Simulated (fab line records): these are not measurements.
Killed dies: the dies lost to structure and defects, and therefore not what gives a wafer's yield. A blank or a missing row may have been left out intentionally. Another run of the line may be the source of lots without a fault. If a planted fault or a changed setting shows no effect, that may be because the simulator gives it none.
What tool caused it? || flow berkeley-cmos170 || 14 lots with 42 wafers sampled at 4 steps, on a route of 331 steps

WHAT EACH GAUGE READ, for each wafer
UCB170_M1_OVL_MEAS_10. Usual: for M1_OVL the level is 2 nm and the standard deviation is 5.6.
{"lot": "L541", "measured": "day 8 10:25", "on": "overlay-01", "M1_OVL (nm)": "5 8 3", "flag": ""}
{"lot": "L544", "measured": "day 8 18:50", "on": "overlay-02", "M1_OVL (nm)": "-1 -7 -7", "flag": ""}
{"lot": "L542", "measured": "day 8 20:06", "on": "overlay-01", "M1_OVL (nm)": "13 14 7", "flag": ""}
{"lot": "L543", "measured": "day 8 20:07", "on": "overlay-02", "M1_OVL (nm)": "4 3 -1", "flag": ""}
{"lot": "L545", "measured": "day 9 13:14", "on": "overlay-01", "M1_OVL (nm)": "7 5 3", "flag": ""}
{"lot": "L547", "measured": "day 9 16:29", "on": "overlay-01", "M1_OVL (nm)": "6 9 7", "flag": ""}
{"lot": "L546", "measured": "day 9 17:56", "on": "overlay-01", "M1_OVL (nm)": "10 8 17", "flag": ""}
{"lot": "L548", "measured": "day 9 19:19", "on": "overlay-02", "M1_OVL (nm)": "-4 -6 -7", "flag": ""}
{"lot": "L551", "measured": "day 10 06:28", "on": "overlay-01", "M1_OVL (nm)": "-4 2 -3", "flag": ""}
{"lot": "L549", "measured": "day 10 09:49", "on": "overlay-01", "M1_OVL (nm)": "7 3 -1", "flag": ""}
{"lot": "L553", "measured": "day 10 23:34", "on": "overlay-02", "M1_OVL (nm)": "2 1 4", "flag": ""}
{"lot": "L557", "measured": "day 11 13:28", "on": "overlay-01", "M1_OVL (nm)": "4 8 9", "flag": ""}
{"lot": "L559", "measured": "day 11 21:25", "on": "overlay-01", "M1_OVL (nm)": "-1 1 -8", "flag": ""}
{"lot": "L561", "measured": "day 12 09:32", "on": "overlay-01", "M1_OVL (nm)": "8 4 13", "flag": ""}

UCB170_M2_THK_MEAS_03: measures by xrf. Usual: for M2_AL_THK the level is 891 nm and the standard deviation is 9.9.
{"lot": "L541", "measured": "day 8 15:10", "on": "film-metro-04", "M2_AL_THK (nm)": "880 882 876", "flag": ""}
{"lot": "L544", "measured": "day 8 23:27", "on": "film-metro-01", "M2_AL_THK (nm)": "889 887 904", "flag": ""}
{"lot": "L542", "measured": "day 9 03:31", "on": "film-metro-01", "M2_AL_THK (nm)": "898 896 906", "flag": ""}
{"lot": "L543", "measured": "day 9 03:59", "on": "film-metro-04", "M2_AL_THK (nm)": "886 889 876", "flag": ""}
{"lot": "L545", "measured": "day 9 17:34", "on": "film-metro-01", "M2_AL_THK (nm)": "921 908 905", "flag": ""}
{"lot": "L547", "measured": "day 9 21:13", "on": "film-metro-01", "M2_AL_THK (nm)": "894 892 898", "flag": ""}
{"lot": "L546", "measured": "day 10 01:37", "on": "film-metro-03", "M2_AL_THK (nm)": "887 900 888", "flag": ""}
{"lot": "L548", "measured": "day 10 01:28", "on": "film-metro-04", "M2_AL_THK (nm)": "876 877 874", "flag": ""}
{"lot": "L551", "measured": "day 10 10:51", "on": "film-metro-01", "M2_AL_THK (nm)": "889 899 896", "flag": ""}
{"lot": "L549", "measured": "day 10 15:22", "on": "film-metro-01", "M2_AL_THK (nm)": "881 893 889", "flag": ""}
{"lot": "L553", "measured": "day 11 06:08", "on": "film-metro-03", "M2_AL_THK (nm)": "896 906 896", "flag": ""}
{"lot": "L557", "measured": "day 11 18:04", "on": "film-metro-03", "M2_AL_THK (nm)": "890 881 888", "flag": ""}
{"lot": "L559", "measured": "day 12 01:52", "on": "film-metro-01", "M2_AL_THK (nm)": "877 890 892", "flag": ""}
{"lot": "L561", "measured": "day 12 14:36", "on": "film-metro-04", "M2_AL_THK (nm)": "902 895 894", "flag": ""}

UCB170_M3_CD_MEAS_15 targets a cd of 700 nm. Usual: cd-nm at 700.2 nm, with a standard deviation of 1.3.
{"lot": "L541", "measured": "day 9 00:32", "on": "cd-sem-02", "cd-nm (nm)": "701.5 701.0 700.7", "flag": ""}
{"lot": "L544", "measured": "day 9 08:25", "on": "cd-sem-01", "cd-nm (nm)": "701.8 702.6 701.8", "flag": ""}
{"lot": "L542", "measured": "day 9 12:47", "on": "cd-sem-02", "cd-nm (nm)": "701.3 699.5 699.8", "flag": ""}
{"lot": "L543", "measured": "day 9 13:02", "on": "cd-sem-02", "cd-nm (nm)": "701.1 700.3 700.2", "flag": ""}
{"lot": "L545", "measured": "day 10 04:02", "on": "cd-sem-01", "cd-nm (nm)": "700.8 700.5 701.9", "flag": ""}
{"lot": "L547", "measured": "day 10 09:10", "on": "cd-sem-02", "cd-nm (nm)": "698.5 698.9 698.7", "flag": ""}
{"lot": "L546", "measured": "day 10 09:53", "on": "cd-sem-02", "cd-nm (nm)": "699.4 701.1 697.9", "flag": ""}
{"lot": "L548", "measured": "day 10 09:34", "on": "cd-sem-02", "cd-nm (nm)": "699.5 701.0 699.8", "flag": ""}
{"lot": "L551", "measured": "day 10 17:44", "on": "cd-sem-02", "cd-nm (nm)": "701.6 700.5 700.7", "flag": ""}
{"lot": "L549", "measured": "day 10 23:44", "on": "cd-sem-01", "cd-nm (nm)": "698.4 698.7 698.1", "flag": ""}
{"lot": "L553", "measured": "day 11 14:11", "on": "cd-sem-01", "cd-nm (nm)": "702.0 701.8 701.9", "flag": ""}
{"lot": "L561", "measured": "day 12 22:49", "on": "cd-sem-02", "cd-nm (nm)": "698.4 700.0 698.5", "flag": ""}

WHAT TOOL EACH LOT RAN ON (gives the tool, then ch and the chambers of the sampled wafers, and finally the start)
{"lot": "L541", "UCB170_M2_STRIP_19": "plasma-asher-02 ch 0,1, day 8 17:34"}
{"lot": "L544", "UCB170_M2_STRIP_19": "plasma-asher-01 ch 0,1, day 9 01:36"}
{"lot": "L542", "UCB170_M2_STRIP_19": "plasma-asher-02 ch 0,1, day 9 06:24"}
{"lot": "L543", "UCB170_M2_STRIP_19": "plasma-asher-01 ch 0,1, day 9 06:41"}
{"lot": "L545", "UCB170_M2_STRIP_19": "plasma-asher-02 ch 0,1, day 9 20:25"}
{"lot": "L547", "UCB170_M2_STRIP_19": "plasma-asher-02 ch 0,1, day 10 01:22"}
{"lot": "L546", "UCB170_M2_STRIP_19": "plasma-asher-03 ch 0,1, day 10 04:10"}
{"lot": "L548", "UCB170_M2_STRIP_19": "plasma-asher-03 ch 0,1, day 10 03:51"}
{"lot": "L551", "UCB170_M2_STRIP_19": "plasma-asher-02 ch 0,1, day 10 12:52"}
{"lot": "L549", "UCB170_M2_STRIP_19": "plasma-asher-02 ch 0,1, day 10 17:52"}
{"lot": "L553", "UCB170_M2_STRIP_19": "plasma-asher-03 ch 1, day 11 08:19"}
{"lot": "L557", "UCB170_M2_STRIP_19": "plasma-asher-02 ch 0,1, day 11 21:16"}
{"lot": "L559", "UCB170_M2_STRIP_19": "plasma-asher-02 ch 0,1, day 12 04:05"}
{"lot": "L561", "UCB170_M2_STRIP_19": "plasma-asher-03 ch 0,1, day 12 16:52"}
- UCB170_M2_STRIP_19: strips in O2.

AS READ BY THE TOOLS THEMSELVES (means over the sampled wafers that have a number; for cases with no such wafer, the mark the record gives instead)
UCB170_M2_STRIP_19. Usual: chamber-pressure-mTorr 3500 mTorr, standard deviation 3.3; drypump-motor-current-A 5.73 A, standard deviation 0.27; oes-product-au 0.529 a.u., standard deviation 0.015.
{"lot": "L541", "tool": "plasma-asher-02", "chamber-pressure-mTorr (mTorr)": 3501, "drypump-motor-current-A (A)": 5.76, "oes-product-au (a.u.)": 0.529, "flag": ""}
{"lot": "L544", "tool": "plasma-asher-01", "chamber-pressure-mTorr (mTorr)": 3498, "drypump-motor-current-A (A)": 5.73, "oes-product-au (a.u.)": 0.529, "flag": ""}
{"lot": "L542", "tool": "plasma-asher-02", "chamber-pressure-mTorr (mTorr)": 3501, "drypump-motor-current-A (A)": 5.76, "oes-product-au (a.u.)": 0.521, "flag": ""}
{"lot": "L543", "tool": "plasma-asher-01", "chamber-pressure-mTorr (mTorr)": 3500, "drypump-motor-current-A (A)": 5.93, "oes-product-au (a.u.)": 0.523, "flag": ""}
{"lot": "L545", "tool": "plasma-asher-02", "chamber-pressure-mTorr (mTorr)": 3500, "drypump-motor-current-A (A)": 5.76, "oes-product-au (a.u.)": 0.544, "flag": ""}
{"lot": "L547", "tool": "plasma-asher-02", "chamber-pressure-mTorr (mTorr)": 3501, "drypump-motor-current-A (A)": 5.87, "oes-product-au (a.u.)": 0.531, "flag": ""}
{"lot": "L546", "tool": "plasma-asher-03", "chamber-pressure-mTorr (mTorr)": 3495, "drypump-motor-current-A (A)": 5.67, "oes-product-au (a.u.)": 0.522, "flag": ""}
{"lot": "L548", "tool": "plasma-asher-03", "chamber-pressure-mTorr (mTorr)": 3498, "drypump-motor-current-A (A)": 5.49, "oes-product-au (a.u.)": 0.524, "flag": ""}
{"lot": "L551", "tool": "plasma-asher-02", "chamber-pressure-mTorr (mTorr)": 3501, "drypump-motor-current-A (A)": 5.89, "oes-product-au (a.u.)": 0.522, "flag": ""}
{"lot": "L549", "tool": "plasma-asher-02", "chamber-pressure-mTorr (mTorr)": 3498, "drypump-motor-current-A (A)": 5.76, "oes-product-au (a.u.)": 0.529, "flag": ""}
{"lot": "L553", "tool": "plasma-asher-03", "chamber-pressure-mTorr (mTorr)": 3499, "drypump-motor-current-A (A)": 5.86, "oes-product-au (a.u.)": 0.514, "flag": ""}
{"lot": "L557", "tool": "plasma-asher-02", "chamber-pressure-mTorr (mTorr)": 3500, "drypump-motor-current-A (A)": 5.90, "oes-product-au (a.u.)": 0.020, "flag": "OFF"}
{"lot": "L559", "tool": "plasma-asher-02", "chamber-pressure-mTorr (mTorr)": 3500, "drypump-motor-current-A (A)": 5.76, "oes-product-au (a.u.)": 0.020, "flag": "OFF"}
{"lot": "L561", "tool": "plasma-asher-03", "chamber-pressure-mTorr (mTorr)": 3499, "drypump-motor-current-A (A)": 5.49, "oes-product-au (a.u.)": 0.515, "flag": ""}

THE ANSWER, worked out from the rows above alone
Rule: take the mean of a lot's wafers that have a number; if it is more than 3 standard deviations from the usual mean, the lot is off. A lot without any number at a reading at which 4 lots or more have one is off too. Where the step has rows for the other lots, those lots are counted as sound. The gauges are gone through in route order, then the tools' own readings, and for those a lot's mean is taken as printed above. At the first step where some lot is off, the reading lying furthest off is the one used; lots without a number count as furthest.
Off at UCB170_M2_STRIP_19 (oes-product-au): L557, L559.
If a tool, at that step or one of the process steps before it, ran each lot that is off and ran no sound lot following the first of them, it fits. One candidate fits, namely plasma-asher-02 at UCB170_M2_STRIP_19. Its last sound lot is L549 (day 10 17:52), its first lot that is off L557 (day 11 21:16): a fault that began between those two fits.
On the lots that are off, the tool's own readings at UCB170_M2_STRIP_19 differ by more than 5 times the standard deviation of the sound lots' means, which bears it out; oes-product-au reads 0.020 a.u. there versus 0.525 a.u. on the sound lots.

WHAT THE SIMULATOR HAD INSERTED
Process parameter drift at UCB170_M2_STRIP_19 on plasma-asher-02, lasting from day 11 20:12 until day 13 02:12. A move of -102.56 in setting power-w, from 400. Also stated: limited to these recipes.
Lots struck among those shown: L557, L559. The same result came from the rule above.
